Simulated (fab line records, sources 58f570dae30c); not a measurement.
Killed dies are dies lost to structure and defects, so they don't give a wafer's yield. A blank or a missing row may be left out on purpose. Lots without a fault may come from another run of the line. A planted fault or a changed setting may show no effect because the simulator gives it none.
Which tool did it? | flow berkeley_cmos170 | 15 lots, 45 wafers sampled, at 2 steps of a route of 331

WHAT THE GAUGES READ, wafer by wafer
The record holds no reading of a measuring or inspecting step that can be judged against a usual standard deviation.

WHICH TOOL RAN EACH LOT (tool, then ch and the chambers of the sampled wafers, then the start)
lot  | UCB170_CONTACT_STRIP_06              | UCB170_CONTACT_STRIP_19
L340 | plasma_asher-02 ch 0,1, day 6 20:16  | plasma_asher-03 ch 0,1, day 6 22:22
L341 | plasma_asher-02 ch 0,1, day 7 02:59  | plasma_asher-02 ch 0,1, day 7 04:44
L343 | plasma_asher-03 ch 0,1, day 7 17:17  | plasma_asher-04 ch 0,1, day 7 18:50
L342 | plasma_asher-03 ch 0,1, day 7 19:04  | plasma_asher-03 ch 0,1, day 7 21:50
L349 | plasma_asher-02 ch 0,1, day 8 19:38  | plasma_asher-04 ch 0,1, day 8 21:16
L351 | plasma_asher-02 ch 0,1, day 8 21:23  | plasma_asher-03 ch 0,1, day 9 00:03
L348 | plasma_asher-03 ch 0,1, day 8 21:23  | plasma_asher-04 ch 0,1, day 8 23:46
L356 | plasma_asher-04 ch 0,1, day 10 00:34 | plasma_asher-04 ch 0,1, day 10 02:24
L358 | plasma_asher-02 ch 0,1, day 10 09:02 | plasma_asher-04 ch 0,1, day 10 10:48
L357 | plasma_asher-04 ch 0,1, day 10 09:34 | plasma_asher-03 ch 0,1, day 10 11:11
L360 | plasma_asher-03 ch 0,1, day 10 21:56 | plasma_asher-03 ch 0,1, day 10 23:27
L359 | plasma_asher-02 ch 0,1, day 10 22:23 | plasma_asher-03 ch 0,1, day 11 00:10
L361 | plasma_asher-04 ch 0,1, day 10 23:41 | plasma_asher-02 ch 0,1, day 11 01:13
L363 | plasma_asher-04 ch 0, day 11 13:47   | plasma_asher-04 ch 0,1, day 11 15:45
L362 | plasma_asher-02 ch 0,1, day 11 13:49 | plasma_asher-03 ch 0,1, day 11 15:27
- UCB170_CONTACT_STRIP_06: strips in O2.
- UCB170_CONTACT_STRIP_19: strips in O2.

WHAT THE TOOLS THEMSELVES READ (means of the sampled wafers that have a number; where no wafer has one, the mark that the record gives instead)
UCB170_CONTACT_STRIP_06.
lot  | tool            | chamber_pressure_mTorr (mTorr) | drypump_motor_current_A (A) | oes_product_au (a.u.) | strip_time_to_endpoint_s (s)
L340 | plasma_asher-02 | 3498                           | 6.0                         | 0.732                 | 21.97
L341 | plasma_asher-02 | 3502                           | 5.7                         | 0.734                 | 21.96
L343 | plasma_asher-03 | 3503                           | 5.3                         | 0.730                 | 22.02
L342 | plasma_asher-03 | 3500                           | 5.2                         | 0.740                 | 21.93
L349 | plasma_asher-02 | -                              | -                           | -                     | -
L351 | plasma_asher-02 | -                              | -                           | -                     | -
L348 | plasma_asher-03 | -                              | -                           | -                     | -
L356 | plasma_asher-04 | 3500                           | 6.1                         | 0.738                 | 21.98
L358 | plasma_asher-02 | 3502                           | 6.0                         | 0.733                 | 21.96
L357 | plasma_asher-04 | 3498                           | 6.0                         | 0.735                 | 21.97
L360 | plasma_asher-03 | 3502                           | 5.3                         | 0.733                 | 21.93
L359 | plasma_asher-02 | 3499                           | 5.7                         | 0.732                 | 21.88
L361 | plasma_asher-04 | 3503                           | 6.2                         | 0.733                 | 21.92
L363 | plasma_asher-04 | 3497                           | 6.2                         | 0.732                 | 21.93
L362 | plasma_asher-02 | 3499                           | 6.0                         | 0.736                 | 21.92

UCB170_CONTACT_STRIP_19.
lot  | tool            | chamber_pressure_mTorr (mTorr) | drypump_motor_current_A (A) | oes_product_au (a.u.)
L340 | plasma_asher-03 | 3498.4                         | 5.2                         | 0.723
L341 | plasma_asher-02 | 3498.4                         | 6.0                         | 0.721
L343 | plasma_asher-04 | 3500.8                         | 6.1                         | 0.724
L342 | plasma_asher-03 | 3500.4                         | 5.2                         | 0.723
L349 | plasma_asher-04 | 3501.7                         | 6.1                         | 0.737
L351 | plasma_asher-03 | 3497.2                         | 5.3                         | 0.738
L348 | plasma_asher-04 | 3500.5                         | 6.0                         | 0.736
L356 | plasma_asher-04 | 3502.9                         | 6.1                         | 0.721
L358 | plasma_asher-04 | 3501.6                         | 6.1                         | 0.724
L357 | plasma_asher-03 | 3496.9                         | 5.3                         | 0.725
L360 | plasma_asher-03 | 3499.2                         | 5.3                         | 0.724
L359 | plasma_asher-03 | 3501.5                         | 5.3                         | 0.728
L361 | plasma_asher-02 | 3502.0                         | 5.7                         | 0.724
L363 | plasma_asher-04 | 3500.2                         | 6.1                         | 0.728
L362 | plasma_asher-03 | 3498.0                         | 5.3                         | 0.728

THE ANSWER, worked out from the rows above alone
Rule: what is usual is taken from the lots themselves. Put in order of their means at a reading, lots are off if they are a third of the lots or fewer, leave a main group of 4 or more, and stand apart from it by a gap of 3 or more times the standard deviation of the main group's means; of several such gaps the widest counts. A main group whose means are all the same, to the digits that the tables above print for the reading, isn't used. A lot without any number at a reading at which 4 lots or more have one is off too. The other lots that the step has rows for count as sound. The gauges are gone through in route order, then the tools' own readings, and for those a lot's mean is taken as printed above. The first step at which some lot is off is used, and at that step the reading that is off furthest; a lot without a number counts as furthest.
Off: L349, L351, L348, at UCB170_CONTACT_STRIP_06 (chamber_pressure_mTorr). Without a number there: L349, L351, L348. The main group: mean 3500 mTorr, standard deviation 2.
A tool fits if, at that step or a process step before it, it ran every lot that is off, and no sound lot after the first of them. None of those tried fits.

WHAT THE SIMULATOR HAD PUT IN
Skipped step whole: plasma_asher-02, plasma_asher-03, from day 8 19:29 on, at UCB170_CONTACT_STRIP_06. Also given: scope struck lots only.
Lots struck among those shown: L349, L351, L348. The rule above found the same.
